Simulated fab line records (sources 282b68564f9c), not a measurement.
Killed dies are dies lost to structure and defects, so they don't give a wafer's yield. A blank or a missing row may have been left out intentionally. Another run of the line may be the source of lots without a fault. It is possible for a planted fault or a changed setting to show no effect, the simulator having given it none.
One fault through the eyes of 2 desks | flow ritCmos | what lay behind the numbers comes last; until then each desk has only its own

## FROM THE METROLOGY DESK
Lot by lot, what the gauges showed, no matter which tool ran the lot: averages of those sampled wafers that carry a number. A lot is out of limits, marked OUT, if its mean lies more than 4 standard deviations from the usual mean; the brackets give that distance.
Columns: A = NLDD_OVL at RIT_NLDD_OVL_MEAS_06, usual 1.1 nm; B = NLDD_TW at RIT_NLDD_TW_MEAS_10, usual 2504; C = PLDD_OVL at RIT_PLDD_OVL_MEAS_06, usual 0.4 nm
lot  | first seen here | A    | B    | C
L682 | day 2 23:58     | -0.6 | 2519 | 1.4
L685 | day 3 14:12     | 1.9  | 2490 | -0.3
L697 | day 6 05:40     | 0.2  | 2521 | 0.2
L699 | day 6 19:12     | -0.0 | 2498 | 0.2
L700 | day 7 08:28     | 0.7  | 2493 | 0.9
L704 | day 8 16:03     | 1.4  | 2492 | 1.6
Result from this desk: across the 6 lots, nothing is out of limits.

## DESK OF THE TOOL OWNER: lithoTrack-03
The tool's own readings at RIT_PLDD_COAT_01 (resist thk 1000 nm): means of the sampled wafers that have a number, for each lot that ran on this tool. A lot is out of limits, marked OUT, if its mean lies more than 4 standard deviations from the usual mean; the brackets give that distance.
Columns: A = dispensePressureKPa at RIT_PLDD_COAT_01, usual 53 kPa; B = spinSpeedRpm at RIT_PLDD_COAT_01, usual 3249.9 rpm
lot  | first seen here | A  | B
L685 | day 3 14:56     | 49 | 3249.3
L699 | day 6 19:55     | 49 | 3171.0 (-34) OUT
L700 | day 7 09:11     | 49 | 3171.4 (-34) OUT
This desk's finding: out of limits on L699, L700; first on L699, day 6 19:55 (spinSpeedRpm at RIT_PLDD_COAT_01). L685: within limits.

## BROUGHT TOGETHER
On L699, L700, at day 6 19:55, an alarm was possible from the tool owner's desk.
Nothing out of limits was seen by the metrology desk.
The metrology desk has L699, L700 on record, within its limits.
RIT_PLDD_COAT_01 was run on lithoTrack-03 by each of the lots named.

## WHAT THE SIMULATOR PUT IN
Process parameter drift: lithoTrack-03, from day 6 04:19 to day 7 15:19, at RIT_PLDD_COAT_01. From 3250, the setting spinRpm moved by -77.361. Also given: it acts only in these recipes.
Shown lots that were struck: L699, L700.
How many hours passed from the start of the fault until each desk's first out-of-limits reading: the tool owner's desk, 16.
